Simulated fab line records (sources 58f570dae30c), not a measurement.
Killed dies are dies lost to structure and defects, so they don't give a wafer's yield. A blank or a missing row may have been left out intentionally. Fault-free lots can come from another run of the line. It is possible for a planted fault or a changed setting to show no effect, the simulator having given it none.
A struck lot beside a sound one + flow berkeley_cmos170 + 44 steps out of a route of 331
Sound: wafers L390.4, L390.5, L390.6. Struck: wafers L393.3, L393.6 (left out: L393.2, a lot-mate that was not struck); the cause follows at the end.
At each step with rows: each side's tool, then ch and its chambers, then its first start. Under that, the readings that differ: sound wafers + struck wafers + difference of the means + sigmas: that difference in standard deviations of wafers without a fault.
alike: a reading whose means differ by less than 2 such deviations, as well as words and numbers matching on both sides. not compared: withheld readings; readings where some wafer has no value; bounds like >300 that might hide an equal value; numbers whose values overlap and for which the record gives no deviation.
Wherever a step has rows on one side only, a row that says differs or no value, or a row with sigmas, the two part there. Numbers that don't overlap but have no deviation are shown without sigmas and don't part them. A reading that every wafer of one side lacks parts them only if that side has two wafers or more.

first, 3 steps without rows for these wafers: UCB170_M1_EXPOSE_06 (exposes mask METAL1, target cd 700 nm); UCB170_M1_PEB_07; UCB170_M1_DEVELOP_08 (develop time 45 s).
UCB170_M1_CD_MEAS_09: target cd 700 nm.
  struck on cd_sem-02, day 8 03:36; sound on cd_sem-01, day 7 04:05
  alike: cd_nm
UCB170_M1_OVL_MEAS_10:
  struck on overlay-02, day 8 03:42; sound on overlay-02, day 7 04:10
  alike: M1_OVL
then, 2 steps without rows for these wafers: UCB170_M1_ETCH_11 (etches BARC in N2/H2); UCB170_M1_METAL_ETCH_12 (etches Al in Cl2/BCl3, stops on PSG, target depth 780 nm, time 130 s).
UCB170_M1_STRIP_13: strips in O2.
  sound on plasma_asher-01 ch 0,1, day 7 04:23; struck on plasma_asher-01 ch 0, day 8 03:55
  alike: drypump_motor_current_A, oes_product_au
  not compared: rf_hours_counter_h
UCB170_M1_CD_MEAS_90: target cd 700 nm.
  struck on cd_sem-02, day 8 04:02; sound on cd_sem-01, day 7 04:32
  alike: cd_nm
then, 1 step without rows for these wafers: UCB170_M1_ANNEAL_14 (time 1200 s).
UCB170_V1_CVD_00: deposits SiO2 from TEOS/O2, target thk 2000 nm, time 250 s.
  sound on pecvd-01 ch 0,1,2, day 7 06:51; struck on pecvd-01 ch 0,1, day 8 07:11
  alike: heater_power_w
UCB170_V1_THK_MEAS_01:
  struck on film_metro-02, day 8 07:26; sound on film_metro-01, day 7 06:58
  alike: V1_TEOS_THK
UCB170_V1_CMP_02: polishes SiO2.
  sound on cmp-02 ch 0,1,3, day 7 07:05; struck on cmp-02 ch 2, day 8 07:29
| reading                             | sound            | struck    | difference | sigmas |
|-------------------------------------|------------------|-----------|------------|--------|
| model.SiO2_of_V1_CVD_00.thk_nm (nm) | 996.9 1000 999.6 | 751.5 751 | -247.6     |        |
  alike: head_pressure_psi, motor_current_A
UCB170_V1_BOW_MEAS_03:
  struck on film_metro-03, day 8 07:49; sound on film_metro-02, day 7 07:21
  alike: V1_BOW
UCB170_V1_THK_MEAS_04:
  struck on film_metro-03, day 8 07:55; sound on film_metro-02, day 7 07:26
| reading              | sound             | struck      | difference | sigmas      |
|----------------------|-------------------|-------------|------------|-------------|
| V1_POLISHED_THK (nm) | 997.6 999.8 999.2 | 750.7 751.2 | -247.9     | -99 or more |
then, 7 steps without rows for these wafers: UCB170_V1_CLEAN_05 (cleans in DIW); UCB170_V1_HMDS_06 (prime time 60 s); UCB170_V1_COAT_07 (resist thk 900 nm); UCB170_V1_SOFTBAKE_08 (time 60 s); UCB170_V1_EXPOSE_09 (exposes mask VIA1, target cd 700 nm); UCB170_V1_PEB_10; UCB170_V1_DEVELOP_11 (develop time 45 s).
UCB170_V1_CD_MEAS_12: target cd 700 nm.
  struck on cd_sem-01, day 8 09:32; sound on cd_sem-02, day 7 08:40
  alike: cd_nm
UCB170_V1_OVL_MEAS_13:
  struck on overlay-01, day 8 09:38; sound on overlay-01, day 7 08:45
  alike: V1_OVL
UCB170_V1_ETCH_14: etches SiO2 in CHF3/CF4/Ar, stops on Al, target depth 1250 nm, time 291 s.
  sound on rie_diel-04 ch 0,2,3, day 7 08:46; struck on rie_diel-02 ch 1,3, day 8 09:40
| reading                        | sound             | struck      | difference | sigmas |
|--------------------------------|-------------------|-------------|------------|--------|
| oes_product_au (a.u.)          | 0.886 0.857 0.874 | 0.747 0.747 | -0.125     | -11    |
| model.V1.feature_depth_nm (nm) | 996.9 1000 999.6  | 751.6 751.4 | -247.3     |        |
| model.etch.depth_nm (nm)       | 996.9 1000 999.6  | 751.5 751   | -247.6     |        |
  alike: drypump_motor_current_A, throttle_valve_pct
  not compared: rf_hours_counter_h
UCB170_V1_STRIP_15: strips in O2.
  sound on plasma_asher-04 ch 0,1, day 7 08:59; struck on plasma_asher-02 ch 0,1, day 8 09:51
  alike: drypump_motor_current_A, oes_product_au, strip_time_to_endpoint_s
  not compared: rf_hours_counter_h
UCB170_V1_CD_MEAS_90: target cd 700 nm.
  struck on cd_sem-02, day 8 09:58; sound on cd_sem-02, day 7 09:07
  alike: cd_nm
then, 1 step without rows for these wafers: UCB170_M2_PRE_CLEAN_00 (preclean etch time 60 s).
UCB170_M2_SPUTTER_01: material Al, target thk 900 nm, time 120 s.
  struck on pvd_sputter-04, day 8 10:08; sound on pvd_sputter-02, day 7 09:14
  alike: throttle_valve_pct
UCB170_M2_RS_MEAS_02: the measuring method here is four-point-probe.
  struck on film_metro-02, day 8 10:14; sound on film_metro-02, day 7 09:23
  alike: M2_AL_RS
UCB170_M2_THK_MEAS_03: measures by xrf.
  struck on film_metro-02, day 8 10:21; sound on film_metro-02, day 7 09:28
  alike: M2_AL_THK
then, 3 steps without rows for these wafers: UCB170_M2_HMDS_04 (prime time 60 s); UCB170_M2_COAT_05 (resist thk 900 nm); UCB170_M2_SOFTBAKE_06 (time 60 s).
UCB170_M2_STRIP_07: strips in O2.
  sound on plasma_asher-02 ch 0,1, day 7 09:59; struck on plasma_asher-04 ch 1, day 8 11:01
| reading                     | sound       | struck  | difference | sigmas |
|-----------------------------|-------------|---------|------------|--------|
| drypump_motor_current_A (A) | 5.9 5.6 5.9 | 6.5 6.5 | +0.7       | +2     |
  alike: oes_product_au, strip_time_to_endpoint_s
  not compared: rf_hours_counter_h
then, 7 steps without rows for these wafers: UCB170_M2_STRIP_08 (strips KrF in DMSO, time 600 s); UCB170_M2_COAT_09; UCB170_M2_COAT_10 (resist thk 900 nm); UCB170_M2_SOFTBAKE_11 (time 60 s); UCB170_M2_EXPOSE_12 (exposes mask METAL2, target cd 700 nm); UCB170_M2_PEB_13; UCB170_M2_DEVELOP_14 (develop time 45 s).
UCB170_M2_METAL_ETCH_18: etches Al in Cl2/BCl3, stops on SiO2, target depth 1170 nm, time 195 s.
  sound on rie_metal-01 ch 0,1, day 7 11:20; struck on rie_metal-02 ch 0, day 8 12:52
| reading                             | sound             | struck      | difference | sigmas |
|-------------------------------------|-------------------|-------------|------------|--------|
| drypump_motor_current_A (A)         | 5.9 6.1 5.9       | 5.0 5.0     | -1.0       | -2     |
| model.SiO2_of_V1_CVD_00.thk_nm (nm) | 935.3 939.4 937.6 | 688.7 688.3 | -248.9     |        |
  alike: oes_product_au, throttle_valve_pct
  not compared: rf_hours_counter_h
UCB170_M3_PROBE_99:
  rows exist in the record for the struck wafers here (prober-02, day 8 19:02), but not for the sound ones

== WHERE THEY PART ==
Last at UCB170_M3_PROBE_99 as far as this record goes, first at UCB170_V1_THK_MEAS_04.

WHY: what had been put in by the simulator
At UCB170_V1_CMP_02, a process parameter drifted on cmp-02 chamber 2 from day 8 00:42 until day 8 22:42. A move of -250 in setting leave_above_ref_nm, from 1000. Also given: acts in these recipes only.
